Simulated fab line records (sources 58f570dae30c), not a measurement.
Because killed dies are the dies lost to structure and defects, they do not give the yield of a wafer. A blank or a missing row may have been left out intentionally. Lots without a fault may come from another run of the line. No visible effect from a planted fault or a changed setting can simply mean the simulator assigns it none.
What tool caused it?    flow berkeley-cmos170    12 lots with 36 wafers sampled at 6 steps, on a route of 331 steps

WHAT THE GAUGES SHOWED, per wafer
UCB170_NWELL_OVL_MEAS_12.
lot   measured     on          NWELL_OVL (nm)
L130  day 2 15:54  overlay-02  6 0 4
L131  day 2 21:18  overlay-02  -2 -4 -1
L140  day 4 15:10  overlay-02  4 4 2
L142  day 5 00:31  overlay-02  -1 3 4
L144  day 5 07:57  overlay-01  -2 3 0
L145  day 5 14:43  overlay-02  2 0 7
L146  day 6 00:22  overlay-02  2 3 -1
L148  day 6 12:16  overlay-02  5 0 2
L147  day 6 12:31  overlay-01  9 11 11
L149  day 6 19:21  overlay-02  -7 -5 -5
L151  day 7 00:49  overlay-02  -2 9 1
L152  day 7 01:32  overlay-01  -3 -2 -4

UCB170_GATE_CD_MEAS_90: the cd target is 350 nm.
lot   measured      on         cd-nm (nm)
L130  day 7 17:24   cd-sem-01  349.7 350.3 350.9
L131  day 7 17:10   cd-sem-01  350.3 349.6 349.8
L140  day 9 07:33   cd-sem-02  349.3 350.3 349.8
L142  day 9 07:17   cd-sem-02  351.6 350.0 351.6
L144  day 10 07:35  cd-sem-01  351.3 352.1 351.5
L145  day 10 07:50  cd-sem-01  350.2 350.6 350.9
L146  day 10 07:31  cd-sem-01  350.2 349.1 351.2
L148  day 11 08:41  cd-sem-01  349.7 349.6 351.1
L147  day 11 09:02  cd-sem-01  347.6 348.2 345.4
L149  day 11 13:13  cd-sem-01  351.0 353.5 351.3
L151  day 11 12:54  cd-sem-02  349.2 350.9 350.4
L152  day 11 08:47  cd-sem-01  353.2 352.8 352.5

UCB170_NLDD_TW_MEAS_11.
lot   measured      on             NLDD_TW
L130  day 7 22:39   film-metro-01  2236 2236 2233
L131  day 7 21:18   film-metro-03  2208 2203 2204
L140  day 9 12:56   film-metro-03  2366 2366 2360
L142  day 9 12:23   film-metro-01  2430 2405 2425
L144  day 10 12:37  film-metro-04  2245 2246 2242
L145  day 10 12:39  film-metro-03  2173 2197 2193
L146  day 10 12:01  film-metro-01  2246 2238 2260
L148  day 11 13:52  film-metro-03  2198 2206 2204
L147  day 11 14:56  film-metro-04  2243 2267 2246
L149  day 11 17:43  film-metro-04  2239 2242 2243
L151  day 11 17:29  film-metro-01  2267 2260 2260
L152  day 11 15:01  film-metro-04  2254 2240 2244

UCB170_SDANNEAL_RS_MEAS_05: measurement is done with a four-point probe.
lot   measured      on             NLDD_RS (ohm/sq)
L130  day 8 08:40   film-metro-03  617.4 616.7 616.9
L131  day 8 08:23   film-metro-04  612.9 613.1 613.2
L140  day 9 23:55   film-metro-01  508.5 506.5 506.5
L142  day 9 23:41   film-metro-03  506.9 507.2 506.4
L144  day 10 23:53  film-metro-04  617.0 618.5 616.5
L145  day 10 23:29  film-metro-03  617.5 617.4 617.4
L146  day 10 23:19  film-metro-01  613.6 614.7 613.9
L148  day 12 00:54  film-metro-04  612.6 616.3 614.6
L147  day 12 01:33  film-metro-03  615.4 615.1 616.1
L149  day 12 08:41  film-metro-01  616.9 615.9 616.2
L151  day 12 07:55  film-metro-01  616.4 617.8 617.9
L152  day 12 01:50  film-metro-04  617.6 618.6 617.9

TOOL THAT RAN EACH LOT (tool first, then ch and the chambers of the sampled wafers, then the start)
lot   UCB170_NWELL_STRIP_15                UCB170_NLDD_IMPLANT_08
L130  plasma-asher-03 ch 0,1, day 2 16:11  implanter-03 ch 0, day 7 22:16
L131  plasma-asher-02 ch 0,1, day 2 21:35  implanter-04 ch 0, day 7 20:54
L140  plasma-asher-02 ch 0,1, day 4 15:28  implanter-03 ch 0, day 9 12:34
L142  plasma-asher-03 ch 0,1, day 5 00:49  implanter-03 ch 0, day 9 11:59
L144  plasma-asher-03 ch 0,1, day 5 08:14  implanter-04 ch 0, day 10 12:09
L145  plasma-asher-02 ch 0,1, day 5 15:03  implanter-01 ch 0, day 10 12:15
L146  plasma-asher-01 ch 0,1, day 6 00:40  implanter-01 ch 0, day 10 11:39
L148  plasma-asher-03 ch 0, day 6 12:32    implanter-01 ch 0, day 11 13:29
L147  plasma-asher-01 ch 1, day 6 12:47    implanter-04 ch 0, day 11 14:32
L149  plasma-asher-02 ch 0,1, day 6 19:40  implanter-04 ch 0, day 11 17:21
L151  plasma-asher-03 ch 0,1, day 7 01:06  implanter-01 ch 0, day 11 17:05
L152  plasma-asher-01 ch 0,1, day 7 01:49  implanter-01 ch 0, day 11 14:37
- UCB170_NWELL_STRIP_15: strips in O2.
- UCB170_NLDD_IMPLANT_08

WHAT THE TOOLS THEMSELVES READ (means of the sampled wafers that have a number; where no wafer has one, the mark that the record gives instead)
UCB170_NWELL_STRIP_15.
lot   tool             drypump-motor-current-A (A)  oes-product-au (a.u.)  strip-time-to-endpoint-s (s)
L130  plasma-asher-03  5.5                          0.723                  17.94
L131  plasma-asher-02  6.1                          0.726                  18.12
L140  plasma-asher-02  6.1                          0.719                  18.03
L142  plasma-asher-03  5.5                          0.722                  17.96
L144  plasma-asher-03  6.0                          0.724                  18.09
L145  plasma-asher-02  6.1                          0.722                  17.93
L146  plasma-asher-01  5.6                          0.719                  17.87
L148  plasma-asher-03  6.6                          0.721                  18.17
L147  plasma-asher-01  5.1                          0.718                  18.02
L149  plasma-asher-02  6.1                          0.725                  18.00
L151  plasma-asher-03  6.0                          0.720                  18.00
L152  plasma-asher-01  6.1                          0.719                  18.17

UCB170_NLDD_IMPLANT_08.
lot   tool          beam-on-s (s)  dose-ions-cm2  faraday-current-uA
L130  implanter-03  9.90           5e+13          160
L131  implanter-04  9.98           5e+13          159
L140  implanter-03  10.00          8e+13          262
L142  implanter-03  9.75           8e+13          269
L144  implanter-04  9.93           5e+13          160
L145  implanter-01  10.05          5e+13          157
L146  implanter-01  10.28          5e+13          154
L148  implanter-01  9.93           5e+13          160
L147  implanter-04  9.86           5e+13          160
L149  implanter-04  9.93           5e+13          159
L151  implanter-01  10.14          5e+13          156
L152  implanter-01  9.76           5e+13          162

THE ANSWER, worked out from the rows above alone
Rule: the lots themselves supply what counts as usual. Put in order of their means at a reading, lots are off if they are a third of the lots or fewer, leave a main group of 4 or more, and stand apart from it by a gap of 3 or more times the standard deviation of the main group's means; of several such gaps the widest counts. The tables above print the reading to a certain number of digits; a main group whose means all agree to those digits is not used. Also off: a lot with no number at a reading for which 4 or more lots have one. All remaining lots with rows at the step are treated as sound. First the gauges in route order, then the tools' own readings, where a lot's mean is used as printed above. At the first step where some lot is off, the reading lying furthest off is the one used; lots without a number count as furthest.
Off: at UCB170_NLDD_TW_MEAS_11 (NLDD_TW), L140, L142. The main group: mean 2232, standard deviation 24.
A tool fits if, at a process step before that reading, it ran every lot that is off, and no sound lot after the first of them. The gauges at UCB170_NLDD_TW_MEAS_11 aren't tried: what is off there is off at UCB170_NLDD_IMPLANT_08 too, on other tools, and a gauge's error can't cause that. One candidate fits, namely implanter-03 at UCB170_NLDD_IMPLANT_08. Its last sound lot is L130 (day 7 22:16), its first lot that is off L142 (day 9 11:59): a fault that began between those two fits.
The tool's own readings at UCB170_NLDD_IMPLANT_08 bear it out: on the lots that are off they differ by more than 5 times the standard deviation of the sound lots' means. dose-ions-cm2 reads 8e+13 there against 5e+13 on the sound lots; faraday-current-uA reads 266 there against 159 on the sound lots.

WHAT THE SIMULATOR HAD PUT IN
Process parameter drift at UCB170_NLDD_IMPLANT_08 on implanter-03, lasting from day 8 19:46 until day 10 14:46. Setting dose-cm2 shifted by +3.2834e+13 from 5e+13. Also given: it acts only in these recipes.
Lots struck among those shown: L140, L142. This agrees with what the rule above found.
